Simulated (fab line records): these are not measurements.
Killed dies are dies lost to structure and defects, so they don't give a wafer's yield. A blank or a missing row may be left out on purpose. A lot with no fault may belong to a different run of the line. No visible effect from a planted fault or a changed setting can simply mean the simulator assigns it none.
Which of the tools did it? || flow rit_cmos || 42 wafers from 14 lots sampled at 3 of the route's 202 steps

== WHAT THE GAUGES READ, wafer by wafer ==
RIT_PLDD_OVL_MEAS_06. Usual: PLDD_OVL typically reads 0.2 nm, with standard deviation 1.3.
{"lot": "L683", "measured": "day 2 22:12", "on": "overlay-01", "PLDD_OVL (nm)": "3.2 2.7 1.8", "flag": ""}
{"lot": "L684", "measured": "day 3 05:01", "on": "overlay-01", "PLDD_OVL (nm)": "0.0 -0.8 -0.5", "flag": ""}
{"lot": "L685", "measured": "day 3 07:10", "on": "overlay-02", "PLDD_OVL (nm)": "0.9 -0.5 -0.2", "flag": ""}
{"lot": "L686", "measured": "day 3 14:26", "on": "overlay-02", "PLDD_OVL (nm)": "-0.1 1.8 0.8", "flag": ""}
{"lot": "L687", "measured": "day 3 18:45", "on": "overlay-02", "PLDD_OVL (nm)": "1.7 -0.4 0.3", "flag": ""}
{"lot": "L688", "measured": "day 3 22:08", "on": "overlay-02", "PLDD_OVL (nm)": "0.5 1.8 1.9", "flag": ""}
{"lot": "L689", "measured": "day 4 01:34", "on": "overlay-02", "PLDD_OVL (nm)": "1.6 -0.9 -0.5", "flag": ""}
{"lot": "L691", "measured": "day 4 11:54", "on": "overlay-01", "PLDD_OVL (nm)": "1.3 -1.1 -1.2", "flag": ""}
{"lot": "L697", "measured": "day 5 17:45", "on": "overlay-01", "PLDD_OVL (nm)": "-1.4 0.8 0.8", "flag": ""}
{"lot": "L699", "measured": "day 6 03:41", "on": "overlay-02", "PLDD_OVL (nm)": "-0.3 0.1 -1.1", "flag": ""}
{"lot": "L700", "measured": "day 6 07:50", "on": "overlay-02", "PLDD_OVL (nm)": "-0.5 0.2 -0.4", "flag": ""}
{"lot": "L703", "measured": "day 6 23:10", "on": "overlay-02", "PLDD_OVL (nm)": "-2.6 -1.5 -0.6", "flag": ""}
{"lot": "L704", "measured": "day 7 06:11", "on": "overlay-01", "PLDD_OVL (nm)": "-1.1 1.9 0.1", "flag": ""}
{"lot": "L705", "measured": "day 7 11:29", "on": "overlay-01", "PLDD_OVL (nm)": "0.1 2.4 1.7", "flag": ""}

RIT_M1_THK_MEAS_02: measures by xrf. Usual: M1_AL_THK typically reads 391 nm, with standard deviation 4.2.
{"lot": "L683", "measured": "day 3 09:25", "on": "film_metro-01", "M1_AL_THK (nm)": "392 392 387", "flag": ""}
{"lot": "L684", "measured": "day 3 15:09", "on": "film_metro-01", "M1_AL_THK (nm)": "392 393 394", "flag": ""}
{"lot": "L685", "measured": "day 3 18:08", "on": "film_metro-02", "M1_AL_THK (nm)": "383 385 383", "flag": ""}
{"lot": "L686", "measured": "day 4 00:47", "on": "film_metro-01", "M1_AL_THK (nm)": "394 391 394", "flag": ""}
{"lot": "L687", "measured": "day 4 04:53", "on": "film_metro-02", "M1_AL_THK (nm)": "390 386 390", "flag": ""}
{"lot": "L688", "measured": "day 4 08:36", "on": "film_metro-01", "M1_AL_THK (nm)": "393 394 394", "flag": ""}
{"lot": "L689", "measured": "day 4 11:44", "on": "film_metro-03", "M1_AL_THK (nm)": "389 393 389", "flag": ""}
{"lot": "L691", "measured": "day 4 22:04", "on": "film_metro-01", "M1_AL_THK (nm)": "395 396 398", "flag": ""}
{"lot": "L697", "measured": "day 6 04:08", "on": "film_metro-01", "M1_AL_THK (nm)": "387 388 390", "flag": ""}
{"lot": "L699", "measured": "day 6 13:56", "on": "film_metro-02", "M1_AL_THK (nm)": "384 384 382", "flag": ""}
{"lot": "L700", "measured": "day 6 18:07", "on": "film_metro-01", "M1_AL_THK (nm)": "391 391 390", "flag": ""}
{"lot": "L703", "measured": "day 7 09:24", "on": "film_metro-01", "M1_AL_THK (nm)": "393 397 392", "flag": ""}
{"lot": "L704", "measured": "day 7 16:29", "on": "film_metro-03", "M1_AL_THK (nm)": "392 389 386", "flag": ""}
{"lot": "L705", "measured": "day 7 21:50", "on": "film_metro-01", "M1_AL_THK (nm)": "385 386 383", "flag": ""}

== EACH LOT AND THE TOOL THAT RAN IT (in order: tool; ch and the chambers of the sampled wafers; start) ==
{"lot": "L683", "RIT_SDANNEAL_RTA_03": "rtp_anneal-02 ch 0, day 3 05:35"}
{"lot": "L684", "RIT_SDANNEAL_RTA_03": "rtp_anneal-02 ch 0, day 3 11:26"}
{"lot": "L685", "RIT_SDANNEAL_RTA_03": "rtp_anneal-02 ch 0, day 3 14:09"}
{"lot": "L686", "RIT_SDANNEAL_RTA_03": "rtp_anneal-02 ch 0, day 3 21:03"}
{"lot": "L687", "RIT_SDANNEAL_RTA_03": "rtp_anneal-02 ch 0, day 4 01:02"}
{"lot": "L688", "RIT_SDANNEAL_RTA_03": "rtp_anneal-02 ch 0, day 4 04:41"}
{"lot": "L689", "RIT_SDANNEAL_RTA_03": "rtp_anneal-02 ch 0, day 4 07:52"}
{"lot": "L691", "RIT_SDANNEAL_RTA_03": "rtp_anneal-02 ch 0, day 4 18:20"}
{"lot": "L697", "RIT_SDANNEAL_RTA_03": "rtp_anneal-02 ch 0, day 6 00:23"}
{"lot": "L699", "RIT_SDANNEAL_RTA_03": "rtp_anneal-02 ch 0, day 6 10:13"}
{"lot": "L700", "RIT_SDANNEAL_RTA_03": "rtp_anneal-01 ch 0, day 6 14:23"}
{"lot": "L703", "RIT_SDANNEAL_RTA_03": "rtp_anneal-02 ch 0, day 7 05:32"}
{"lot": "L704", "RIT_SDANNEAL_RTA_03": "rtp_anneal-01 ch 0, day 7 12:39"}
{"lot": "L705", "RIT_SDANNEAL_RTA_03": "rtp_anneal-02 ch 0, day 7 17:49"}
- RIT_SDANNEAL_RTA_03: time 5 s.

== AS READ BY THE TOOLS THEMSELVES (means over the sampled wafers that have a number; for cases with no such wafer, the mark the record gives instead) ==
RIT_SDANNEAL_RTA_03. Usual: chamber_o2_ppm 2.002, standard deviation 0.022; ramp_down_c_per_s 171.00, standard deviation 0.03; wafer_temp_C_max 1053.4, standard deviation 1.1.
{"lot": "L683", "tool": "rtp_anneal-02", "chamber_o2_ppm": 1.980, "ramp_down_c_per_s": 170.98, "wafer_temp_C_max": 1052.8, "flag": ""}
{"lot": "L684", "tool": "rtp_anneal-02", "chamber_o2_ppm": 2.019, "ramp_down_c_per_s": 171.00, "wafer_temp_C_max": 1054.3, "flag": ""}
{"lot": "L685", "tool": "rtp_anneal-02", "chamber_o2_ppm": 2.001, "ramp_down_c_per_s": 171.00, "wafer_temp_C_max": 1054.0, "flag": ""}
{"lot": "L686", "tool": "rtp_anneal-02", "chamber_o2_ppm": 1.993, "ramp_down_c_per_s": 170.98, "wafer_temp_C_max": 1053.7, "flag": ""}
{"lot": "L687", "tool": "rtp_anneal-02", "chamber_o2_ppm": 1.995, "ramp_down_c_per_s": 171.00, "wafer_temp_C_max": 1053.2, "flag": ""}
{"lot": "L688", "tool": "rtp_anneal-02", "chamber_o2_ppm": 2.010, "ramp_down_c_per_s": 170.99, "wafer_temp_C_max": 1052.1, "flag": ""}
{"lot": "L689", "tool": "rtp_anneal-02", "chamber_o2_ppm": 1.992, "ramp_down_c_per_s": 170.97, "wafer_temp_C_max": 1053.9, "flag": ""}
{"lot": "L691", "tool": "rtp_anneal-02", "chamber_o2_ppm": 1.984, "ramp_down_c_per_s": 170.98, "wafer_temp_C_max": 1052.9, "flag": ""}
{"lot": "L697", "tool": "rtp_anneal-02", "chamber_o2_ppm": 1.969, "ramp_down_c_per_s": 171.02, "wafer_temp_C_max": 1053.8, "flag": ""}
{"lot": "L699", "tool": "rtp_anneal-02", "chamber_o2_ppm": 1.994, "ramp_down_c_per_s": 170.99, "wafer_temp_C_max": 1053.8, "flag": ""}
{"lot": "L700", "tool": "rtp_anneal-01", "chamber_o2_ppm": 2.006, "ramp_down_c_per_s": 171.00, "wafer_temp_C_max": 1054.1, "flag": ""}
{"lot": "L703", "tool": "rtp_anneal-02", "chamber_o2_ppm": 2.026, "ramp_down_c_per_s": 170.99, "wafer_temp_C_max": 1052.6, "flag": ""}
{"lot": "L704", "tool": "rtp_anneal-01", "chamber_o2_ppm": 2.031, "ramp_down_c_per_s": 171.03, "wafer_temp_C_max": 1052.8, "flag": ""}
{"lot": "L705", "tool": "rtp_anneal-02", "chamber_o2_ppm": 2.022, "ramp_down_c_per_s": 170.99, "wafer_temp_C_max": 1053.3, "flag": ""}

== THE ANSWER, worked out from the rows above alone ==
Rule: a lot is off if the mean of its wafers that have a number lies more than 3 standard deviations from the usual mean. A lot without any number at a reading at which 4 lots or more have one is off too. Any other lot the step has rows for is counted as sound. After the gauges, taken in route order, come the tools' own readings; for these a lot's mean is taken, as printed above. The first step at which some lot is off is used, and at that step the reading that is off furthest; a lot without a number counts as furthest.
No lot is off on any of the readings shown, so nothing can be concluded from this.

== WHAT THE SIMULATOR HAD INSERTED ==
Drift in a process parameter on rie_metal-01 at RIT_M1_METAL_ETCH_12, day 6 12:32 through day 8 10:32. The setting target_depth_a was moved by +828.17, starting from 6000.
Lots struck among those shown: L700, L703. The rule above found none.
